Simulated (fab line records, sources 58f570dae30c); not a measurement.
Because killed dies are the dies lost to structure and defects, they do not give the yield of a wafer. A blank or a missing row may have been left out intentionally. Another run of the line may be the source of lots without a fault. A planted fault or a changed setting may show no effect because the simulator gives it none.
Struck lot and sound lot, side by side :: flow berkeley-cmos170 :: 20 steps out of a route of 331
Sound: wafers L498.3, L498.5, L498.6. Wafers L505.3, L505.5, L505.6 were the ones struck. At the end, the cause is stated.
Order at every step that has rows: each side's tool, ch and its chambers, its first start. Under that, the readings that differ: sound wafers :: struck wafers :: difference of the means :: sigmas: that difference in standard deviations of wafers without a fault.
alike: words and numbers the same on both sides, and readings whose means are apart by under 2 such deviations; not compared: readings that were withheld, readings missing a value for some wafer, numbers with overlapping values and no deviation given by the record, and bounds like >300 which may hide the same value.
Wherever a step has rows on one side only, a row that says differs or no value, or a row with sigmas, the two part there. When numbers do not overlap yet have no deviation, they are printed without sigmas and do not part them. A reading missing from all wafers of one side parts the sides only when that side holds two or more wafers.

UCB170_GATE_CD_MEAS_12: the cd target is 350 nm.
  struck on cd-sem-02, day 9 22:58; sound on cd-sem-01, day 8 04:56
  alike: cd-nm
UCB170_GATE_OVL_MEAS_13:
  struck on overlay-01, day 9 23:03; sound on overlay-01, day 8 05:01
  alike: GATE_OVL
UCB170_GATE_ETCH_14: etches BARC in N2/H2.
  sound on rie-diel-03 ch 1,3, day 8 05:02; struck on rie-diel-03 ch 0,3, day 9 23:05
  alike: drypump-motor-current-A, oes-product-au, throttle-valve-pct
UCB170_GATE_ETCH_15: etches poly-Si in HBr/Cl2, stops on SiO2, time 56.3 s, target depth 278.2 nm.
  sound on rie-si-01 ch 0,3, day 8 05:05; struck on rie-si-01 ch 0,1,2, day 9 23:07
  alike: drypump-motor-current-A, oes-product-au, throttle-valve-pct
  not compared: rf-hours-counter-h
UCB170_GATE_STRIP_16: strips in O2.
  sound on plasma-asher-03 ch 0,1, day 8 05:10; struck on plasma-asher-04 ch 0,1, day 9 23:12
  alike: drypump-motor-current-A, oes-product-au
  not compared: rf-hours-counter-h
UCB170_GATE_CD_MEAS_90: the cd target is 350 nm.
  struck on cd-sem-01, day 9 23:19; sound on cd-sem-01, day 8 05:16
  alike: cd-nm
then, 6 steps without rows for these wafers: UCB170_GATE_CLEAN_17 (cleans in SPM, time 600 s); UCB170_PLDD_HMDS_00 (prime time 60 s); UCB170_PLDD_COAT_01 (resist thk 907 nm); UCB170_PLDD_SOFTBAKE_02 (time 60 s); UCB170_PLDD_EXPOSE_03 (exposes mask PSELECT, target cd 1200 nm); UCB170_PLDD_PEB_04.
UCB170_PLDD_DEVELOP_05: develop time 45 s.
  sound on litho-track-02 ch 0, day 8 06:00; struck on litho-track-02 ch 0, day 10 01:00
UCB170_PLDD_CD_MEAS_06: the cd target is 1200 nm.
  struck on cd-sem-02, day 10 01:41; sound on cd-sem-01, day 8 06:35
reading: cd-nm (nm)
sound: 1201.8 1202.5 1202.2
struck: 1183.8 1183.2 1183.1
difference: -18.8
sigmas: -13
  not compared: hold
UCB170_PLDD_OVL_MEAS_07:
  struck on overlay-02, day 10 03:52; sound on overlay-01, day 8 06:41
reading: hold
sound: - - -
struck: await-dispo/2.1h/release await-dispo/2.1h/release await-dispo/2.1h/release
difference: no value on the sound wafers
sigmas: 

reading: PLDD_OVL (nm)
sound: -14 0 -5
struck: 8 6 5
difference: +13
sigmas: +2
then, 2 steps without rows for these wafers: UCB170_PLDD_IMPLANT_08; UCB170_PLDD_IMPLANT_09.
UCB170_PLDD_STRIP_10: strips in O2.
  sound on plasma-asher-01 ch 0,1, day 8 07:02; struck on plasma-asher-02 ch 0,1, day 10 04:14
  alike: drypump-motor-current-A, oes-product-au, strip-time-to-endpoint-s
  not compared: rf-hours-counter-h
UCB170_PLDD_TW_MEAS_11:
  struck on film-metro-02, day 10 04:33; sound on film-metro-02, day 8 07:07
reading: PLDD_TW
sound: 1017 1015 1021
struck: 30 30 30
difference: -988
sigmas: -99 or more
  not compared: hold
UCB170_M3_PROBE_99:
  the record holds rows for the sound wafers here (prober-01, day 10 00:31) but none for the struck ones

== WHERE THEY PART ==
Earliest at UCB170_PLDD_CD_MEAS_06; latest, in this record, at UCB170_M3_PROBE_99.

WHY: the cause the simulator had injected
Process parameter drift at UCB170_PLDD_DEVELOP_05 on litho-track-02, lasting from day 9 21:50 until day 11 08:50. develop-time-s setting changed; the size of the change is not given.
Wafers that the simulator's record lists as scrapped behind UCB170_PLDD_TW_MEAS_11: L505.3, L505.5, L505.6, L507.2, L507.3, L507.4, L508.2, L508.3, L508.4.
